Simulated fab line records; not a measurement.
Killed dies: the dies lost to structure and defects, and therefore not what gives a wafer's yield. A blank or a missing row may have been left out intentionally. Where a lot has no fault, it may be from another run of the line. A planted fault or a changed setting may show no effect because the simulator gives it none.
Comparing a struck lot with a sound one || flow berkeley_cmos170 || 16 out of 331 route steps
Sound: wafers L320.1, L320.4, L320.5. Wafers L329.1, L329.3, L329.6 were the ones struck. The cause is named last.
Each step with rows lists, per side, the tool, then ch with its chambers, then its first start. Under that, the readings that differ: sound wafers || struck wafers || difference of the means || sigmas: that difference in standard deviations of wafers without a fault.
alike: a reading whose means differ by less than 2 such deviations, as well as words and numbers matching on both sides. not compared: withheld readings; readings where some wafer has no value; bounds like >300 that might hide an equal value; numbers whose values overlap and for which the record gives no deviation.
Wherever a step has rows on one side only, a row that says differs or no value, or a row with sigmas, the two part there. When numbers do not overlap yet have no deviation, they are printed without sigmas and do not part them. Lack of a reading on every wafer of one side parts them only where that side has two or more wafers.

UCB170_NWELL_THK_MEAS_02:
  sound on film_metro-04, day 3 14:40; struck on film_metro-01, day 5 07:17
  alike: NWELL_OXIDE_THK
then, 2 steps without rows for these wafers: UCB170_NWELL_ANNEAL_03 (time 900 s); UCB170_NWELL_CVD_04 (deposits Si3N4 from SiH2Cl2/NH3, target thk 224 nm, time 3360 s).
UCB170_NWELL_THK_MEAS_05:
  sound on film_metro-01, day 3 21:07; struck on film_metro-04, day 5 13:38
  alike: NWELL_NITRIDE_THK
then, 6 steps without rows for these wafers: UCB170_NWELL_HMDS_06 (prime time 60 s); UCB170_NWELL_COAT_07 (resist thk 914.5 nm); UCB170_NWELL_SOFTBAKE_08 (time 60 s); UCB170_NWELL_EXPOSE_09 (exposes mask NWELL, target cd 3000 nm); UCB170_NWELL_PEB_10; UCB170_NWELL_DEVELOP_11 (develop time 45 s).
UCB170_NWELL_OVL_MEAS_12:
  sound on overlay-02, day 3 22:32; struck on overlay-02, day 5 14:45
  alike: NWELL_OVL
UCB170_NWELL_ETCH_13: etches Si3N4 in CH3F/Ar/O2, stops on SiO2, target depth 246.4 nm, time 154 s.
  sound on rie_diel-04 ch 1,2,3, day 3 22:35; struck on rie_diel-02 ch 0,2,3, day 5 14:47
  alike: O2_flow_sccm, chamber_pressure_mTorr, drypump_motor_current_A, oes_product_au, throttle_valve_pct
  not compared: rf_hours_counter_h
UCB170_NWELL_IMPLANT_14:
  sound on implanter-04 ch 0, day 3 22:41; struck on implanter-04 ch 0, day 5 14:53
{"reading": "implant_ion_amu", "sound": "31 31 31", "struck": "11 11 11", "difference": -20, "sigmas": ""}
{"reading": "model.implant.rp_nm (nm)", "sound": "191.5 191.5 191.5", "struck": "449.1 449.1 449.1", "difference": "+257.6", "sigmas": ""}
{"reading": "model.implant.drp_nm (nm)", "sound": "62.72 62.72 62.72", "struck": "97.97 97.97 97.97", "difference": "+35.25", "sigmas": ""}
  alike: end_station_pressure_torr
UCB170_NWELL_STRIP_15: strips in O2.
  sound on plasma_asher-04 ch 0,1, day 3 22:50; struck on plasma_asher-02 ch 0,1, day 5 15:02
  alike: chamber_pressure_mTorr, drypump_motor_current_A, oes_product_au, strip_time_to_endpoint_s
  not compared: rf_hours_counter_h
UCB170_NWELL_TW_MEAS_16:
  sound on film_metro-01, day 3 22:56; struck on film_metro-04, day 5 15:08
{"reading": "NWELL_TW", "sound": "1226 1221 1232", "struck": "517 517 518", "difference": -709, "sigmas": -51}
then, 1 step without rows for these wafers: UCB170_NWELL_CLEAN_17 (cleans in SPM, time 600 s).

## WHERE THEY PART
UCB170_NWELL_TW_MEAS_16 only, going by this record.

WHY: what had been put in by the simulator
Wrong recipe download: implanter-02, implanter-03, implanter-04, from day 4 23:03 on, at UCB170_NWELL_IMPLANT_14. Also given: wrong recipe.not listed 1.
